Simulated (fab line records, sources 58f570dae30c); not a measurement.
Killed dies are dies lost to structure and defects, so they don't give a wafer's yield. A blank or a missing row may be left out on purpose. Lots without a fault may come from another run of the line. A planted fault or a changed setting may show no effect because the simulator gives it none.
Problem report in the 8D (eight disciplines) form, filled by code | flow berkeley_cmos170 | the parts of the form that need people (team, actions taken, sign-off) are left out

1. THE PROBLEM
PSD_TW at UCB170_PSD_TW_MEAS_10 reads a mean of 30 on 6 wafers of 2 lots; wafers without a fault read 2332 with a standard deviation of 17. That is -99 or more standard deviations from the usual mean.
First seen on wafer L151.2, day 9 01:29, on film_metro-04. The record holds 42 wafers of 14 lots with a number at this step. Rule for "out", or "out of limits": more than 4 standard deviations from the usual mean. The other wafers with a number count as sound.

2. WHAT IT IS AND WHAT IT IS NOT
question                    | is                           | is not
which readings at this step | PSD_TW                       | -
which lots                  | L151, L152                   | L141, L149, L153, L155, L156, L157, L158, L159, L160, L162, L163, L164
which wafers of those lots  | all that have a number       | -
read on which gauges        | film_metro-02, film_metro-04 | film_metro-03
when                        | from day 9 01:29             | up to then (6 sound wafers); but 30 sound wafers of L153, L155, L156, L157, L158, L159, L160, L162, L163, L164 came after

3. SUSPECTS, AND WHAT RULES EACH OUT
Counting: a tool at a process step up to the reading stays a suspect if it ran every lot that is out and no sound lot after the first of them.
- the gauge at UCB170_PSD_TW_MEAS_10: ruled out. The wafers that are out were read on 2 gauges (film_metro-02, film_metro-04).
- implanter-04 at UCB170_PSD_IMPLANT_08: ruled out as a lasting fault. Sound lots L157, L156, L155, L159, L162, L164 ran on it after its first lot that is out, L151 (day 9 01:15).
- plasma_asher-02 at UCB170_PSD_STRIP_09 (strips in O2): ruled out as a lasting fault. Sound lots L157, L156, L155, L160 ran on it after its first lot that is out, L151 (day 9 01:23).
Left after counting: nothing in the record.

4. THE CAUSE (what the simulator had put in)
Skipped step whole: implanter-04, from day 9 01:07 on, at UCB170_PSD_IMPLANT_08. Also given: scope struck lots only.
Counting ruled it out, wrongly: the rule takes a fault to strike every lot that its tool runs from its start on, and this one did not.

5. THE CHAIN OF EFFECTS, in route order
Each row: a reading whose mean over the struck wafers that have a number lies more than 3 standard deviations from the usual. Only readings for which the record gives a usual standard deviation are gone through. hours: the time from each lot's start at the first step in this table that gives one to its start at this step, as a median over the lots. sigmas: the change in usual standard deviations.
hours | step                       | reading                  | usual       | on struck wafers | change | sigmas
0     | UCB170_PSD_STRIP_09        | oes_product_au           | 0.600 a.u.  | 0.731            | +0.131 | +30
0     | UCB170_PSD_STRIP_09        | strip_time_to_endpoint_s | 29.40 s     | 21.67            | -7.73  | -99 or more
0     | UCB170_PSD_TW_MEAS_10      | PSD_TW                   | 2332        | 30               | -2302  | -99 or more
5     | UCB170_SDANNEAL_RS_MEAS_02 | PSD_RS                   | 75.5 ohm/sq | 133.2            | +57.7  | +99 or more
The process steps in it:
- UCB170_PSD_STRIP_09: strips in O2.
Readings that are blank on the struck wafers while sound wafers have them: beam_energy_keV at UCB170_PSD_IMPLANT_08; beam_on_s at UCB170_PSD_IMPLANT_08.

6. WHAT WOULD HAVE CAUGHT IT SOONER
In this record the first reading out of limits at a measuring or inspecting step was taken at day 9 01:29, 0 hours after the fault began at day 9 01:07.
At UCB170_PSD_IMPLANT_08 the tool's readings are blank on the struck wafers, where sound wafers have them: an empty tool record is the first sign, and it was there at once.
